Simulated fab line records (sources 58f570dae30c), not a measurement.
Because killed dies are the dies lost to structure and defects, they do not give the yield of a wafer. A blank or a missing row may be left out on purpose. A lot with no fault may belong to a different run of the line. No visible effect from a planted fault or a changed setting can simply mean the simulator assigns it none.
Which of the tools did it? ; flow berkeley cmos170 ; Sampling: 7 lots, 21 wafers, 2 of 331 route steps

WHAT EACH GAUGE READ, for each wafer
UCB170_CONTACT_OVL_MEAS_16.
lot;measured;on;CONTACT_OVL (nm)
L222;day 8 09:02;overlay-02;4 2 8
L225;day 9 03:10;overlay-02;5 2 8
L228;day 9 21:38;overlay-01;2 7 -3
L233;day 10 10:41;overlay-02;4 6 3
L238;day 11 22:11;overlay-02;9 4 4
L241;day 12 05:11;overlay-01;-2 -2 2
L243;day 13 06:11;overlay-02;8 3 10

EACH LOT AND THE TOOL THAT RAN IT (in order: tool; ch and the chambers of the sampled wafers; start)
lot;UCB170_BACKSIDE_STRIP_03
L222;plasma asher-04 ch 0,1, day 8 03:21
L225;plasma asher-04 ch 0,1, day 8 19:05
L228;plasma asher-04 ch 0,1, day 9 14:46
L233;plasma asher-04 ch 0,1, day 10 04:59
L238;plasma asher-04 ch 0,1, day 11 16:13
L241;plasma asher-01 ch 0,1, day 11 23:08
L243;plasma asher-01 ch 0,1, day 13 00:07
- UCB170_BACKSIDE_STRIP_03: strips in O2.

THE ANSWER, worked out from the rows above alone
Rule: the usual values come from the lots themselves. Put in order of their means at a reading, lots are off if they are a third of the lots or fewer, leave a main group of 4 or more, and stand apart from it by a gap of 3 or more times the standard deviation of the main group's means; of several such gaps the widest counts. The tables above print the reading to a certain number of digits; a main group whose means all agree to those digits is not used. A lot without any number at a reading at which 4 lots or more have one is off too. Any other lot the step has rows for is counted as sound.
Nothing can be told from this: no lot is off at any reading shown.

WHAT THE SIMULATOR PUT IN
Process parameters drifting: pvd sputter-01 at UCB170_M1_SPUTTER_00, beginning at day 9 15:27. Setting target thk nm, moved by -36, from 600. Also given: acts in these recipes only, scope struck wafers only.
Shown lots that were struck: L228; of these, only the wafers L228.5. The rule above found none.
